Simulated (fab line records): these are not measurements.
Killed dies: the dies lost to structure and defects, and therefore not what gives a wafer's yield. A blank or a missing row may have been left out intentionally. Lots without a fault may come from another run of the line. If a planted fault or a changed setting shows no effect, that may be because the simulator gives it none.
8D (eight disciplines) problem report, filled in by code -- flow berkeley_cmos170 -- the parts of the form that need people (team, actions taken, sign-off) are left out

## 1. WHAT IS WRONG
Across 6 wafers from 2 lots, SPACER_TEOS_THK at UCB170_SPACER_THK_MEAS_01 averages 351 nm, while fault-free wafers read 376 nm with a standard deviation of 4. Relative to the usual mean, that is a shift of -6.3 standard deviations.
First seen on wafer L379.1, day 10 00:12, on film_metro-03. Wafers with a number at this step in the record: 42, from 14 lots. By rule, "out" or "out of limits" means more than 4 standard deviations away from the usual mean. All remaining wafers that have a number are taken as sound.

## 2. WHAT IT IS; WHAT IT IS NOT
question,is,is not
which readings at this step,SPACER_TEOS_THK,-
which lots,"L379, L382","L369, L370, L371, L372, L373, L374, L375, L376, L380, L381, L387, L389"
which wafers of those lots,all that have a number,-
read on which gauges,film_metro-03,film_metro-04
when,from day 10 00:12,"up to then (24 sound wafers); but 12 sound wafers of L380, L381, L387, L389 came after"

## 3. WHAT RULES OUT EACH SUSPECT
Counting: a tool at any process step up to the reading remains a suspect when it ran all the lots that are out and ran no sound lot after the first of those.
- the gauge at UCB170_SPACER_THK_MEAS_01: kept. All the wafers that are out were read on film_metro-03, and no step on other tools shows them out.
- pecvd-04 at UCB170_SPACER_CVD_00 (deposits SiO2 from TEOS/O2, target thk 376 nm, time 47 s): kept. It processed each lot that is out, first L379 at day 10 00:10, and no sound lot thereafter; up to then, the last sound lot it processed was L375 at day 8 23:09.
Remaining after the count are pecvd-04 at UCB170_SPACER_CVD_00 and film_metro-03 at UCB170_SPACER_THK_MEAS_01.

## 4. THE CAUSE (what the simulator had put in)
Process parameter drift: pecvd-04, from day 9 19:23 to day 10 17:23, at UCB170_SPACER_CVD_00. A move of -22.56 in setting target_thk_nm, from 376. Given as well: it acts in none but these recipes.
Counting left 2 suspects, and this tool is among them.

## 5. SEQUENCE OF EFFECTS, ordered by route
Rows list readings where the struck wafers' mean (over those with a number) sits beyond 3 standard deviations from the usual. Only readings whose record carries a usual standard deviation are examined. hours: median over the lots of the time between each lot's start at the first step of this table that gives one and its start at this step. sigmas: the change, counted in usual standard deviations.
hours,step,reading,usual,on struck wafers,change,sigmas
0,UCB170_SPACER_THK_MEAS_01,SPACER_TEOS_THK,376 nm,351,-25,-6.3
6,UCB170_SPACER_ETCHBACK_03,oes_product_au,0.904 a.u.,0.862,-0.042,-3.2
Here are the process steps it includes:
- UCB170_SPACER_ETCHBACK_03: etches SiO2 in CHF3/CF4/Ar, stops on Si, target depth 376 nm, time 100 s.

## 6. HOW IT WOULD HAVE BEEN CAUGHT EARLIER
In this record the first reading out of limits at a measuring or inspecting step was taken at day 10 00:12, 5 hours after the fault began at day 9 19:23.
Of the tool readings at UCB170_SPACER_CVD_00 for which the record gives a usual standard deviation, none was out on any struck wafer, so an alarm limit of 4 standard deviations on them would not have fired.
Lots out: 2; of these, L382 started UCB170_SPACER_CVD_00 on pecvd-04 after day 10 00:12. Had the tool been put on hold then, it would have been spared.
